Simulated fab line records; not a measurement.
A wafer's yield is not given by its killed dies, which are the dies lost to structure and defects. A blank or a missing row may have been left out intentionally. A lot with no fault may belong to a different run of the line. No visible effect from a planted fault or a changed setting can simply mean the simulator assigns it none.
Split-lot study ; flow ritCmos ; 23 wafers read from 5 lots, route of 202 steps

SPLIT DETAILS
At RIT_FOX1_OXIDATION_00 (target thk 350.7 nm, ox time 1130 s), the setting tempC was moved away from the recipe's 1100 C on 15 of the 23 wafers read, by -2.4% to +1.9%. This setting was run at the recipe's value on the other wafers.

There is no step in the file separating the split from the reading.

THE READING
FOX1_OXIDE_THK (nm), taken at RIT_FOX1_THK_MEAS_01. Typical for fault-free wafers on this fab line: 347 nm, with standard deviation 7.3 nm.

wafer;tool, chamber at the split;tempC as run, C;against the recipe;FOX1_OXIDE_THK, nm;against lot-mates on the recipe
L075.2;-, -;1074;-2.4%;311;no lot-mate on the recipe
L075.3;-, -;1074;-2.4%;313;no lot-mate on the recipe
L075.4;-, -;1074;-2.4%;319;no lot-mate on the recipe
L075.5;-, -;1074;-2.4%;310;no lot-mate on the recipe
L075.6;-, -;1074;-2.4%;310;no lot-mate on the recipe
L077.1;-, -;1085;-1.4%;325;no lot-mate on the recipe
L077.2;-, -;1085;-1.4%;322;no lot-mate on the recipe
L077.3;-, -;1085;-1.4%;326;no lot-mate on the recipe
L077.4;-, -;1085;-1.4%;318;no lot-mate on the recipe
L077.6;-, -;1085;-1.4%;324;no lot-mate on the recipe
L079.1;furnace-02, 0;1100;recipe;359;-
L079.3;furnace-02, 0;1100;recipe;357;-
L079.5;furnace-02, 0;1100;recipe;352;-
L080.1;-, -;1121;+1.9%;379;no lot-mate on the recipe
L080.3;-, -;1121;+1.9%;377;no lot-mate on the recipe
L080.4;-, -;1121;+1.9%;375;no lot-mate on the recipe
L080.5;-, -;1121;+1.9%;382;no lot-mate on the recipe
L080.6;-, -;1121;+1.9%;377;no lot-mate on the recipe
L082.2;-, -;1100;recipe;348;-
L082.3;-, -;1100;recipe;350;-
L082.4;-, -;1100;recipe;344;-
L082.5;-, -;1100;recipe;350;-
L082.6;-, -;1100;recipe;347;-

THE FIT
A straight line over all 23 wafers: FOX1_OXIDE_THK changes by +15.9 nm for each +1% of tempC; r = +0.98; the points scatter about the line by 4.6 nm.
Too few moved wafers with a lot-mate on the recipe to fit a line net of each lot's own level.

THE WHOLE CHAIN: every reading that the file lists as answering this split, in the file's order
step;what it does;reading;change (the file's fit);r (the file's)
RIT_FOX1_OXIDATION_00;target thk 350.7 nm, ox time 1130 s;SiO2_of_FOX1_OXIDATION_00.thkNm (the simulator's own value, which no gauge read);+15.9 nm for each +1% of the setting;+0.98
RIT_FOX1_THK_MEAS_01;;FOX1_OXIDE_THK;+15.9 for each +1% of the setting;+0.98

THE FILE'S OWN FIT
FOX1_OXIDE_THK changes by +15.9 nm for each +1% of tempC, r = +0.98.
